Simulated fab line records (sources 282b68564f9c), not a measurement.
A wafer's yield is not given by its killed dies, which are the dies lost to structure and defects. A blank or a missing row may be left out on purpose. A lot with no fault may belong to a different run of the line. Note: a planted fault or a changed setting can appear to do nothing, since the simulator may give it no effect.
Which tool was responsible? -- flow rit-cmos -- 39 wafers from 13 lots sampled at 2 of the route's 202 steps

== WHAT THE GAUGES SHOWED, per wafer ==
RIT_M1_CD_MEAS_09 targets a cd of 2600 nm. Usual: cd-nm at 2600.4 nm, with a standard deviation of 2.4.
lot,measured,on,cd-nm (nm),flag
L957,day 3 10:52,cd-sem-02,2603.1 2602.4 2604.0,
L958,day 3 13:14,cd-sem-02,2598.7 2600.8 2599.3,
L959,day 3 22:28,cd-sem-01,2598.5 2598.8 2599.5,
L960,day 4 01:22,cd-sem-02,2600.8 2602.0 2599.8,
L962,day 4 09:26,cd-sem-02,2598.2 2598.5 2597.2,
L964,day 4 17:54,cd-sem-01,2601.9 2600.2 2602.7,
L965,day 5 02:50,cd-sem-02,2248.6 2248.3 2249.2 2248.6 2248.4 2249.2,OFF
L975,day 7 05:55,cd-sem-01,2596.0 2597.5 2598.8,
L976,day 7 07:58,cd-sem-02,2603.3 2604.4 2606.0,
L977,day 7 15:30,cd-sem-02,2601.1 2600.8 2597.0,
L978,day 7 17:08,cd-sem-01,2600.6 2599.0 2597.7,
L979,day 8 03:18,cd-sem-02,2603.0 2604.3 2601.2,
L980,day 8 07:56,cd-sem-01,2597.6 2597.9 2597.6,

== TOOL THAT RAN EACH LOT (tool first, then ch and the chambers of the sampled wafers, then the start) ==
lot,RIT_M1_EXPOSE_06
L957,"iline-stepper-01 ch 0, day 3 10:26"
L958,"iline-stepper-01 ch 0, day 3 12:49"
L959,"iline-stepper-01 ch 0, day 3 21:57"
L960,"iline-stepper-01 ch 0, day 4 00:56"
L962,"iline-stepper-01 ch 0, day 4 09:00"
L964,"iline-stepper-02 ch 0, day 4 17:28"
L965,"iline-stepper-01 ch 0, day 5 02:25"
L975,"iline-stepper-02 ch 0, day 7 05:23"
L976,"iline-stepper-01 ch 0, day 7 07:32"
L977,"iline-stepper-02 ch 0, day 7 15:04"
L978,"iline-stepper-01 ch 0, day 7 16:43"
L979,"iline-stepper-02 ch 0, day 8 02:52"
L980,"iline-stepper-01 ch 0, day 8 07:29"
- RIT_M1_EXPOSE_06: exposes mask M12, target cd 2600 nm.

== WHAT THE TOOLS THEMSELVES READ (means of the sampled wafers that have a number; where no wafer has one, the mark that the record gives instead) ==
The record holds no such reading with a usual standard deviation.

== THE ANSWER, worked out from the rows above alone ==
Rule: a lot is off if the mean of its wafers that have a number lies more than 3 standard deviations from the usual mean. Also off: a lot with no number at a reading for which 4 or more lots have one. The other lots that the step has rows for count as sound. First the gauges in route order, then the tools' own readings, where a lot's mean is used as printed above. At the first step where some lot is off, the reading lying furthest off is the one used; lots without a number count as furthest.
Off, at RIT_M1_CD_MEAS_09 on cd-nm: L965.
If a tool, at a process step before that reading, ran all the lots that are off and no sound lot after the first of them, it fits. Those tools and the gauges at RIT_M1_CD_MEAS_09 are tried in the same way. None of those tried fits.

== WHAT THE SIMULATOR HAD PUT IN ==
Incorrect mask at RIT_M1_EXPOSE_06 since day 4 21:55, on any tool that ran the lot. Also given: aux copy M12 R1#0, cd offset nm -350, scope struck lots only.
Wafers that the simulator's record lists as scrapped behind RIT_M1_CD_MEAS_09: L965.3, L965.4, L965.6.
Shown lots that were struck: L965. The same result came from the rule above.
